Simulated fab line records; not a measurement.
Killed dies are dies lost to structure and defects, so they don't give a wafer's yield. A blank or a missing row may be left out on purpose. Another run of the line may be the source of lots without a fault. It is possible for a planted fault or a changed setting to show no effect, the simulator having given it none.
Split-lot trial || flow berkeleyCmos170 || 23 wafers read across 5 lots, on a route 331 steps long

== SPLIT DETAILS ==
At UCB170_NSD_PEB_04, the setting pebTempC was moved away from the recipe's 130 C on 5 of the 23 wafers read, by -2.8% to +0.8%. All remaining wafers had this setting at the recipe value.

== FROM THE SPLIT TO THE READING: what the file shows between them, 1 step ==
- UCB170_NSD_DEVELOP_05: develop time 45 s

== THE READING ==
cdNm, in nm, at UCB170_NSD_CD_MEAS_06 (target cd 1200 nm). On this fab line, fault-free wafers typically give 1200.4 nm with a standard deviation of 1.4 nm.

{"wafer": "L075.1", "tool, chamber at the split": "lithoTrack-02, 0", "pebTempC as run, C": 130, "against the recipe": "recipe", "cdNm, nm": 1200.6, "against lot-mates on the recipe": "-"}
{"wafer": "L075.2", "tool, chamber at the split": "lithoTrack-02, 0", "pebTempC as run, C": 130, "against the recipe": "recipe", "cdNm, nm": 1201.3, "against lot-mates on the recipe": "-"}
{"wafer": "L075.5", "tool, chamber at the split": "lithoTrack-02, 0", "pebTempC as run, C": 130, "against the recipe": "recipe", "cdNm, nm": 1201.1, "against lot-mates on the recipe": "-"}
{"wafer": "L079.1", "tool, chamber at the split": "lithoTrack-03, 0", "pebTempC as run, C": 126.3, "against the recipe": "-2.8%", "cdNm, nm": 1171.3, "against lot-mates on the recipe": -27.4}
{"wafer": "L079.3", "tool, chamber at the split": "lithoTrack-03, 0", "pebTempC as run, C": 130, "against the recipe": "recipe", "cdNm, nm": 1198.0, "against lot-mates on the recipe": "-"}
{"wafer": "L079.4", "tool, chamber at the split": "lithoTrack-03, 0", "pebTempC as run, C": 126.3, "against the recipe": "-2.8%", "cdNm, nm": 1170.7, "against lot-mates on the recipe": -28.0}
{"wafer": "L079.5", "tool, chamber at the split": "lithoTrack-03, 0", "pebTempC as run, C": 126.3, "against the recipe": "-2.8%", "cdNm, nm": 1169.9, "against lot-mates on the recipe": -28.8}
{"wafer": "L079.6", "tool, chamber at the split": "lithoTrack-03, 0", "pebTempC as run, C": 130, "against the recipe": "recipe", "cdNm, nm": 1199.4, "against lot-mates on the recipe": "-"}
{"wafer": "L080.1", "tool, chamber at the split": "lithoTrack-02, 0", "pebTempC as run, C": 130, "against the recipe": "recipe", "cdNm, nm": 1201.0, "against lot-mates on the recipe": "-"}
{"wafer": "L080.3", "tool, chamber at the split": "lithoTrack-02, 0", "pebTempC as run, C": 130, "against the recipe": "recipe", "cdNm, nm": 1201.5, "against lot-mates on the recipe": "-"}
{"wafer": "L080.4", "tool, chamber at the split": "lithoTrack-02, 0", "pebTempC as run, C": 130, "against the recipe": "recipe", "cdNm, nm": 1200.2, "against lot-mates on the recipe": "-"}
{"wafer": "L080.5", "tool, chamber at the split": "lithoTrack-02, 0", "pebTempC as run, C": 130, "against the recipe": "recipe", "cdNm, nm": 1200.4, "against lot-mates on the recipe": "-"}
{"wafer": "L080.6", "tool, chamber at the split": "lithoTrack-02, 0", "pebTempC as run, C": 130, "against the recipe": "recipe", "cdNm, nm": 1199.8, "against lot-mates on the recipe": "-"}
{"wafer": "L083.1", "tool, chamber at the split": "lithoTrack-03, 0", "pebTempC as run, C": 131, "against the recipe": "+0.8%", "cdNm, nm": 1205.4, "against lot-mates on the recipe": "+7.2"}
{"wafer": "L083.3", "tool, chamber at the split": "lithoTrack-03, 0", "pebTempC as run, C": 130, "against the recipe": "recipe", "cdNm, nm": 1198.0, "against lot-mates on the recipe": "-"}
{"wafer": "L083.4", "tool, chamber at the split": "lithoTrack-03, 0", "pebTempC as run, C": 131, "against the recipe": "+0.8%", "cdNm, nm": 1206.1, "against lot-mates on the recipe": "+7.9"}
{"wafer": "L083.5", "tool, chamber at the split": "lithoTrack-03, 0", "pebTempC as run, C": 130, "against the recipe": "recipe", "cdNm, nm": 1197.6, "against lot-mates on the recipe": "-"}
{"wafer": "L083.6", "tool, chamber at the split": "lithoTrack-03, 0", "pebTempC as run, C": 130, "against the recipe": "recipe", "cdNm, nm": 1199.1, "against lot-mates on the recipe": "-"}
{"wafer": "L084.2", "tool, chamber at the split": "lithoTrack-03, 0", "pebTempC as run, C": 130, "against the recipe": "recipe", "cdNm, nm": 1198.8, "against lot-mates on the recipe": "-"}
{"wafer": "L084.3", "tool, chamber at the split": "lithoTrack-03, 0", "pebTempC as run, C": 130, "against the recipe": "recipe", "cdNm, nm": 1197.8, "against lot-mates on the recipe": "-"}
{"wafer": "L084.4", "tool, chamber at the split": "lithoTrack-03, 0", "pebTempC as run, C": 130, "against the recipe": "recipe", "cdNm, nm": 1198.7, "against lot-mates on the recipe": "-"}
{"wafer": "L084.5", "tool, chamber at the split": "lithoTrack-03, 0", "pebTempC as run, C": 130, "against the recipe": "recipe", "cdNm, nm": 1199.2, "against lot-mates on the recipe": "-"}
{"wafer": "L084.6", "tool, chamber at the split": "lithoTrack-03, 0", "pebTempC as run, C": 130, "against the recipe": "recipe", "cdNm, nm": 1198.4, "against lot-mates on the recipe": "-"}

THE FIT
A straight line over all 23 wafers: cdNm changes by +10 nm for each +1% of pebTempC; r = +0.99; the points scatter about the line by 1.3 nm.
The same after taking each lot's own level away (the mean of its wafers on the recipe; 23 wafers): +9.85 nm for each +1%; r = +1.00; scatter 0.56 nm.
That fit puts the effect of the largest move of pebTempC on the reading at 28 nm.
Measured against the standard deviation above, the lots' own levels, which go from 1198.23 to 1201.00 nm, span 2.0 times it.
Consequently the slope shifts little with the lot-to-lot level, the two slopes agreeing.
Check: for one of the wafers moved furthest among these (-2.8%), held out of the fit, the line's prediction against its lot-mates is -28.4 nm. It came out at -27.4 nm against them.

== ADDITIONAL SPLITS CARRIED BY THESE WAFERS ==
Other splits were also applied to these wafers ahead of the reading. Each is held against what the fit with the lots' levels taken away leaves over:
{"other split on the same wafers": "UCB170_ZERO_COAT_01 resistThkNm", "wafers away from the commonest value": 10, "r with cdNm (lot level and that fit taken away)": "+0.15"}
{"other split on the same wafers": "UCB170_ZERO_ETCH_06 rfW", "wafers away from the commonest value": 8, "r with cdNm (lot level and that fit taken away)": "+0.14"}
{"other split on the same wafers": "UCB170_NWELL_IMPLANT_14 energyKev", "wafers away from the commonest value": 7, "r with cdNm (lot level and that fit taken away)": "+0.14"}
{"other split on the same wafers": "UCB170_WELLDRIVE_OXIDATION_01 oxTimeS", "wafers away from the commonest value": 15, "r with cdNm (lot level and that fit taken away)": "+0.00"}
{"other split on the same wafers": "UCB170_ACTIVE_COAT_08 resistThkNm", "wafers away from the commonest value": 8, "r with cdNm (lot level and that fit taken away)": -0.12}
{"other split on the same wafers": "UCB170_ACTIVE_DEVELOP_12 developTimeS", "wafers away from the commonest value": 7, "r with cdNm (lot level and that fit taken away)": -0.12}
{"other split on the same wafers": "UCB170_GATE_CVD_04 timeS", "wafers away from the commonest value": 10, "r with cdNm (lot level and that fit taken away)": "+0.02"}
{"other split on the same wafers": "UCB170_NLDD_COAT_01 spinRpm", "wafers away from the commonest value": 6, "r with cdNm (lot level and that fit taken away)": "+0.04"}
{"other split on the same wafers": "UCB170_PSD_EXPOSE_03 doseMj", "wafers away from the commonest value": 6, "r with cdNm (lot level and that fit taken away)": -0.12}

== FILE'S OWN FIT ==
cdNm changes by +9.87 nm for each +1% of pebTempC, r = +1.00.
